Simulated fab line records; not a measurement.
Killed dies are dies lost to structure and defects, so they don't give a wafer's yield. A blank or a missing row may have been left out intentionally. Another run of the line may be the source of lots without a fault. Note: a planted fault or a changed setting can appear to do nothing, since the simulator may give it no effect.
Struck lot and sound lot, side by side / flow berkeley_cmos170 / 44 out of 331 route steps
Sound: the wafers L447.1, L447.2, L447.4. The struck wafers were L459.3, L459.4, L459.5. The cause is given at the end.
Each step with rows lists, per side, the tool, then ch with its chambers, then its first start. Under that, the readings that differ: sound wafers / struck wafers / difference of the means / sigmas: that difference in standard deviations of wafers without a fault.
alike: readings with means less than 2 such deviations apart, plus words and numbers identical on both sides. not compared: withheld readings, readings lacking a value on some wafer, bounds such as >300 that could conceal the same value, and numbers that have no deviation in the record and whose values overlap.
A row with sigmas, a row that says differs or no value, or rows on one side alone: a step with any of these is where the two part. Non-overlapping numbers with no deviation appear without sigmas and do not part them. A reading that every wafer of one side lacks parts them only if that side has two wafers or more.

UCB170_PLDD_STRIP_10: strips in O2.
  sound on plasma_asher-02 ch 0,1, day 9 12:29; struck on plasma_asher-03 ch 0,1, day 12 14:26
  alike: drypump_motor_current_A, oes_product_au, strip_time_to_endpoint_s
  not compared: rf_hours_counter_h
UCB170_PLDD_TW_MEAS_11:
  sound on film_metro-04 at day 9 12:35; struck on film_metro-02 at day 12 14:31
  alike: PLDD_TW
then, 7 steps without rows for these wafers: UCB170_PLDD_CLEAN_12 (cleans in SPM, time 600 s); UCB170_NLDD_HMDS_00 (prime time 60 s); UCB170_NLDD_COAT_01 (resist thk 900 nm); UCB170_NLDD_SOFTBAKE_02 (time 60 s); UCB170_NLDD_EXPOSE_03 (exposes mask NSELECT, target cd 1200 nm); UCB170_NLDD_PEB_04; UCB170_NLDD_DEVELOP_05 (develop time 45 s).
UCB170_NLDD_CD_MEAS_06: the cd target is 1200 nm.
  sound on cd_sem-02 at day 9 14:49; struck on cd_sem-02 at day 12 15:50
  alike: cd_nm
UCB170_NLDD_OVL_MEAS_07:
  sound on overlay-02 at day 9 14:56; struck on overlay-01 at day 12 15:56
  alike: NLDD_OVL
then, 1 step without rows for these wafers: UCB170_NLDD_IMPLANT_08.
UCB170_NLDD_IMPLANT_09:
  sound on implanter-01 ch 0, day 9 15:07; struck on implanter-02 ch 0, day 12 16:10
reading=dose_ions_cm2; sound=4.998e+13 4.995e+13 4.996e+13; struck=5.11e+13 5.12e+13 5.118e+13; difference=+1.20e+12; sigmas=+24
UCB170_NLDD_STRIP_10: strips in O2.
  sound on plasma_asher-03 ch 0,1, day 9 15:17; struck on plasma_asher-04 ch 0,1, day 12 16:17
  alike: drypump_motor_current_A, oes_product_au, strip_time_to_endpoint_s
  not compared: rf_hours_counter_h
UCB170_NLDD_TW_MEAS_11:
  sound on film_metro-01 at day 9 15:23; struck on film_metro-04 at day 12 16:23
reading=NLDD_TW; sound=2189 2189 2187; struck=2260 2260 2255; difference=+70; sigmas=+3
then, 1 step without rows for these wafers: UCB170_NLDD_CLEAN_12 (cleans in SPM, time 600 s).
UCB170_SPACER_CVD_00: deposits SiO2 from TEOS/O2, target thk 376 nm, time 47 s.
  sound on pecvd-04 ch 0,1, day 9 15:45; struck on pecvd-02 ch 1,2, day 12 16:38
  alike: heater_power_w, pressure_mtorr
UCB170_SPACER_THK_MEAS_01:
  sound on film_metro-03 at day 9 15:47; struck on film_metro-01 at day 12 16:41
  alike: SPACER_TEOS_THK
then, 1 step without rows for these wafers: UCB170_SPACER_ANNEAL_02 (time 1800 s).
UCB170_SPACER_ETCHBACK_03: etches SiO2 in CHF3/CF4/Ar, stops on Si, target depth 376 nm, time 100 s.
  sound on rie_diel-01 ch 0,1,3, day 9 22:58; struck on rie_diel-01 ch 0,2, day 12 23:26
  alike: drypump_motor_current_A, oes_product_au, throttle_valve_pct
  not compared: rf_hours_counter_h
then, 6 steps without rows for these wafers: UCB170_PSD_HMDS_00 (prime time 60 s); UCB170_PSD_COAT_01 (resist thk 900 nm); UCB170_PSD_SOFTBAKE_02 (time 60 s); UCB170_PSD_EXPOSE_03 (exposes mask PSELECT MOD, target cd 1200 nm); UCB170_PSD_PEB_04; UCB170_PSD_DEVELOP_05 (develop time 45 s).
UCB170_PSD_CD_MEAS_06: the cd target is 1200 nm.
  sound on cd_sem-01 at day 10 00:26; struck on cd_sem-02 at day 13 00:23
  alike: cd_nm
UCB170_PSD_OVL_MEAS_07:
  sound on overlay-01 at day 10 00:34; struck on overlay-02 at day 13 00:29
reading=PSD_OVL (nm); sound=9 12 11; struck=0 0 3; difference=-10; sigmas=-2
then, 1 step without rows for these wafers: UCB170_PSD_IMPLANT_08.
UCB170_PSD_STRIP_09: strips in O2.
  sound on plasma_asher-01 ch 0,1, day 10 00:44; struck on plasma_asher-01 ch 0,1, day 13 00:41
  alike: drypump_motor_current_A, oes_product_au, strip_time_to_endpoint_s
  not compared: rf_hours_counter_h
UCB170_PSD_TW_MEAS_10:
  sound on film_metro-01 at day 10 00:50; struck on film_metro-04 at day 13 00:47
  alike: PSD_TW
then, 7 steps without rows for these wafers: UCB170_PSD_CLEAN_11 (cleans in SPM, time 600 s); UCB170_NSD_HMDS_00 (prime time 60 s); UCB170_NSD_COAT_01 (resist thk 900 nm); UCB170_NSD_SOFTBAKE_02 (time 60 s); UCB170_NSD_EXPOSE_03 (exposes mask NSELECT MOD, target cd 1200 nm); UCB170_NSD_PEB_04; UCB170_NSD_DEVELOP_05 (develop time 45 s).
UCB170_NSD_CD_MEAS_06: the cd target is 1200 nm.
  sound on cd_sem-01 at day 10 02:41; struck on cd_sem-01 at day 13 02:00
  alike: cd_nm
UCB170_NSD_OVL_MEAS_07:
  sound on overlay-01 at day 10 02:49; struck on overlay-02 at day 13 02:05
  alike: NSD_OVL
then, 2 steps without rows for these wafers: UCB170_NSD_IMPLANT_08; UCB170_NSD_STRIP_09 (strips in O2).
UCB170_SDANNEAL_RS_MEAS_05: measures by four-point-probe.
  sound on film_metro-02 at day 10 05:05; struck on film_metro-04 at day 13 03:52
reading=NLDD_RS (ohm/sq); sound=614.6 613.8 614.7; struck=609.2 609.7 608.8; difference=-5.1; sigmas=-3
UCB170_M3_PROBE_99:
  only the struck wafers here have rows in the record (prober-02, day 14 03:07); the sound ones have none

WHERE THEY PART
Earliest at UCB170_NLDD_IMPLANT_09; latest, in this record, at UCB170_M3_PROBE_99.

WHY: what had been put in by the simulator
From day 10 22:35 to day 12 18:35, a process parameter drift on implanter-02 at UCB170_NLDD_IMPLANT_09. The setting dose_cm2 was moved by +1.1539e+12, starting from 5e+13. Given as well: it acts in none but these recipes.
